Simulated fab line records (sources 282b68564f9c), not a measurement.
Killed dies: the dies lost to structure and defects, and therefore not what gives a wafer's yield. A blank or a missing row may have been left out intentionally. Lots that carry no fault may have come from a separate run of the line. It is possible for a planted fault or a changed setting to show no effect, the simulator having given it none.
A single fault, viewed from 2 desks ; flow rit-cmos ; numbers are kept per desk, each desk with only its own; the story behind them comes last

TOOL OWNER'S DESK, pecvd-04
The tool's own readings at RIT_CONTACT_CVD_00 (deposits SiO2 from TEOS, target thk 400 nm, time 61 s): means of the sampled wafers that have a number, for each lot that ran on this tool. Any lot whose mean is over 4 standard deviations away from the usual mean is out of limits and marked OUT; that distance is given in the brackets.
Columns: A = heater-power-w at RIT_CONTACT_CVD_00, usual 299 W; B = run-length-s at RIT_CONTACT_CVD_00, usual 88.9 s
lot;first seen here;A;B
L527;day 3 17:53;384;88.9
L530;day 4 07:05;341;88.7
L536;day 5 12:33;341;88.4
L542;day 6 12:22;337;100.1 (+24) OUT
L545;day 7 07:12;345;100.5 (+25) OUT
This desk's finding: out of limits on L542, L545; first on L542, day 6 12:22 (run-length-s at RIT_CONTACT_CVD_00). L527, L530, L536 stayed within limits.

AT THE METROLOGY DESK
What the gauges read for every lot (on any tool): the sampled wafers with a number, averaged. Any lot whose mean is over 4 standard deviations away from the usual mean is out of limits and marked OUT; that distance is given in the brackets.
Columns: A = CONTACT_TEOS_THK at RIT_CONTACT_THK_MEAS_01, usual 400 nm
lot;first seen here;A
L527;day 3 17:56;407
L528;day 3 21:27;404
L529;day 4 00:19;396
L530;day 4 07:08;393
L531;day 4 10:13;403
L535;day 5 03:52;404
L534;day 5 04:57;398
L536;day 5 12:36;400
L537;day 5 17:03;394
L542;day 6 12:26;480 (+16) OUT
L545;day 7 07:15;474 (+15) OUT
L546;day 7 14:04;402
L547;day 7 18:04;399
L549;day 7 23:20;394
Finding of this desk: L542, L545 out of limits, first seen on L542 at day 6 12:26 (CONTACT_TEOS_THK at RIT_CONTACT_THK_MEAS_01). L527, L528, L529, L530, L531, L535, L534, L536, L537, L546, L547, L549 stayed within limits.

BROUGHT TOGETHER
At day 6 12:22, on L542, L545, the tool owner's desk was in a position to raise an alarm.
On L542, L545, the metrology desk was in a position to raise an alarm at day 6 12:26.
On pecvd-04, each named lot ran RIT_CONTACT_CVD_00.

WHAT WAS PUT IN BY THE SIMULATOR
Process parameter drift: pecvd-04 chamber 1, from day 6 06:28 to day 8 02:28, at RIT_CONTACT_CVD_00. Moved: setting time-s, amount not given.
Shown lots that were struck: L542, L545.
Fault start to first reading out of limits, in hours, per desk: tool owner, 6; metrology, 6.
